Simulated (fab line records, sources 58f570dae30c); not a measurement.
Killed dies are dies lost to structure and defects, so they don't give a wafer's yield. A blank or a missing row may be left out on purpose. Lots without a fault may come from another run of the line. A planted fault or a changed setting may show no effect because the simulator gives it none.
A struck lot beside a sound one | flow berkeley_cmos170 | 26 steps out of a route of 331
Sound: wafers L684.2, L684.3, L684.6. Struck: wafers L668.2, L668.4, L668.6. The cause comes at the end.
At each step with rows: each side's tool, then ch and its chambers, then its first start. Under that, the readings that differ: sound wafers | struck wafers | difference of the means | sigmas: that difference in standard deviations of wafers without a fault.
alike: readings whose means differ by less than 2 such deviations, and words and numbers that are the same on both sides. not compared: withheld readings, readings that some wafer has no value for, bounds like >300 that may hide the same value, and numbers for which the record gives no deviation and whose values overlap.
The two part at a step that has a row with sigmas, a row that says differs or no value, or rows on one side only. Numbers that don't overlap but have no deviation are shown without sigmas and don't part them. A reading that every wafer of one side lacks parts them only if that side has two wafers or more.

first, 2 steps without rows for these wafers: UCB170_NWELL_PEB_10; UCB170_NWELL_DEVELOP_11 (develop time 45 s).
UCB170_NWELL_OVL_MEAS_12:
  sound on overlay-02, day 6 13:00; struck on overlay-02, day 3 18:58
  alike: NWELL_OVL
UCB170_NWELL_ETCH_13: etches Si3N4 in CH3F/Ar/O2, stops on SiO2, target depth 246.4 nm, time 154 s.
  sound on rie_diel-04 ch 0,1,3, day 6 13:02; struck on rie_diel-02 ch 0,1, day 3 18:59
  alike: CH3F_flow_sccm, drypump_motor_current_A, oes_product_au, throttle_valve_pct
  not compared: rf_hours_counter_h
then, 1 step without rows for these wafers: UCB170_NWELL_IMPLANT_14.
UCB170_NWELL_STRIP_15: strips in O2.
  sound on plasma_asher-01 ch 0,1, day 6 13:17; struck on plasma_asher-02 ch 0,1, day 3 19:14
  alike: drypump_motor_current_A, oes_product_au, strip_time_to_endpoint_s
  not compared: rf_hours_counter_h
UCB170_NWELL_TW_MEAS_16:
  sound on film_metro-04, day 6 13:24; struck on film_metro-03, day 3 19:21
  reading  | sound          | struck         | difference | sigmas
  NWELL_TW | 1265 1264 1262 | 1241 1243 1248 | -20        | -2
then, 5 steps without rows for these wafers: UCB170_NWELL_CLEAN_17 (cleans in SPM, time 600 s); UCB170_NWELL_WET_ETCH_18 (etches Si3N4 in H3PO4, time 14400 s); UCB170_NWELL_WET_ETCH_19 (etches SiO2 in BOE, time 22 s); UCB170_PWELL_CLEAN_00 (cleans in SPM, time 600 s); UCB170_PWELL_CLEAN_01 (cleans in dHF, time 60 s).
UCB170_PWELL_OXIDATION_02: target thk 26.4 nm, ox time 1260 s.
  sound on furnace-01 ch 0, day 6 21:42; struck on furnace-01 ch 0, day 4 12:05
  alike: ox_temp_c, spike_tc_centre_C
UCB170_PWELL_THK_MEAS_03:
  sound on film_metro-04, day 6 23:07; struck on film_metro-04, day 4 13:41
  reading              | sound          | struck         | difference | sigmas
  PWELL_OXIDE_THK (nm) | 25.8 26.0 26.1 | 39.8 40.3 40.4 | +14.2      | +34
then, 2 steps without rows for these wafers: UCB170_PWELL_ANNEAL_04 (time 900 s); UCB170_PWELL_CVD_05 (deposits Si3N4 from SiH2Cl2/NH3, target thk 220 nm, time 3300 s).
UCB170_PWELL_THK_MEAS_06:
  sound on film_metro-01, day 7 05:46; struck on film_metro-01, day 4 22:08
  alike: PWELL_NITRIDE_THK
then, 6 steps without rows for these wafers: UCB170_PWELL_HMDS_07 (prime time 60 s); UCB170_PWELL_COAT_08 (resist thk 900 nm); UCB170_PWELL_SOFTBAKE_09 (time 60 s); UCB170_PWELL_EXPOSE_10 (exposes mask PWELL, target cd 3000 nm); UCB170_PWELL_PEB_11; UCB170_PWELL_DEVELOP_12 (develop time 45 s).
UCB170_PWELL_OVL_MEAS_13:
  sound on overlay-01, day 7 09:30; struck on overlay-01, day 4 23:02
  alike: PWELL_OVL
UCB170_PWELL_ETCH_14: etches Si3N4 in CH3F/Ar/O2, stops on SiO2, target depth 242 nm, time 151 s.
  sound on rie_diel-04 ch 2,3, day 7 09:32; struck on rie_diel-01 ch 0,1,2, day 4 23:04
  reading                                      | sound            | struck            | difference | sigmas
  model.SiO2_of_PWELL_OXIDATION_02.thk_nm (nm) | 22.24 22.03 22.5 | 36.07 36.52 36.54 | +14.12     |
  alike: CH3F_flow_sccm, drypump_motor_current_A, oes_product_au, throttle_valve_pct
  not compared: rf_hours_counter_h
then, 1 step without rows for these wafers: UCB170_PWELL_IMPLANT_15.

WHERE THEY PART
First at UCB170_NWELL_TW_MEAS_16; last, within this record, at UCB170_PWELL_THK_MEAS_03. Later steps at which nothing parts them and some readings are alike: UCB170_PWELL_THK_MEAS_06, UCB170_PWELL_OVL_MEAS_13, UCB170_PWELL_ETCH_14.

WHY: what the simulator had put in
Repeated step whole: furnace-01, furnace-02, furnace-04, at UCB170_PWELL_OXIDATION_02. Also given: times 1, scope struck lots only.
